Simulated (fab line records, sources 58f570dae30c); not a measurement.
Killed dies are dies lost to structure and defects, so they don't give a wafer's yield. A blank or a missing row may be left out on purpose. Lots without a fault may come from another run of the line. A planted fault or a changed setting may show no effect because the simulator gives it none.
One fault seen from 2 desks | flow berkeley_cmos170 | each desk has only its own numbers; what lay behind them comes last

THE TOOL OWNER'S DESK: litho_track-04
The tool's own readings at UCB170_PSD_PEB_04: means of the sampled wafers that have a number, for each lot that ran on this tool. A lot is out of limits, marked OUT, if its mean lies more than 4 standard deviations from the usual mean; the brackets give that distance.
Columns: A = plate_temp_C at UCB170_PSD_PEB_04, usual 130.03 C
lot  | first seen here | A
L985 | day 6 20:23     | 130.16
L995 | day 8 16:07     | 130.18
L999 | day 9 20:26     | 130.16
L100 | day 9 20:56     | 129.91
L101 | day 10 08:07    | 130.04
This desk's finding: nothing out of limits on any of the 5 lots.

THE METROLOGY DESK
What the gauges read, lot by lot, whatever tool the lot ran on: means of the sampled wafers that have a number. A lot is out of limits, marked OUT, if its mean lies more than 4 standard deviations from the usual mean; the brackets give that distance.
Columns: A = cd_nm at UCB170_PSD_CD_MEAS_06, usual 1200.2 nm
lot  | first seen here | A
L985 | day 6 20:39     | 1200.6
L984 | day 6 20:47     | 1201.0
L986 | day 7 03:47     | 1201.3
L989 | day 7 12:02     | 1200.2
L988 | day 7 12:23     | 1199.5
L991 | day 7 23:02     | 1201.3
L993 | day 8 12:11     | 1201.1
L995 | day 8 16:23     | 1201.3
L994 | day 8 16:30     | 1201.8
L999 | day 9 20:42     | 1202.4
L100 | day 9 21:13     | 1208.0 (+4.6) OUT
L102 | day 10 07:55    | 1196.8
L101 | day 10 08:23    | 1206.8
L106 | day 11 05:44    | 1198.0
This desk's finding: out of limits on L100; first on L100, day 9 21:13 (cd_nm at UCB170_PSD_CD_MEAS_06). In limits: L985, L984, L986, L989, L988, L991, L993, L995, L994, L999, L102, L101, L106.

PUT TOGETHER
The metrology desk could have raised an alarm at day 9 21:13, on L100.
The tool owner's desk saw nothing out of limits.
The tool owner's desk has L100 on record, within its limits.
Of the lots named, all ran UCB170_PSD_PEB_04 on litho_track-04.

WHAT THE SIMULATOR HAD PUT IN
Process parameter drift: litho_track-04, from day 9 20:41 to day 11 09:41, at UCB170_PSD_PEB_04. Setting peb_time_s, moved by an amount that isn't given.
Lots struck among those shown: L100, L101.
Hours from the fault's start to each desk's first reading out of limits: the metrology desk, 1.
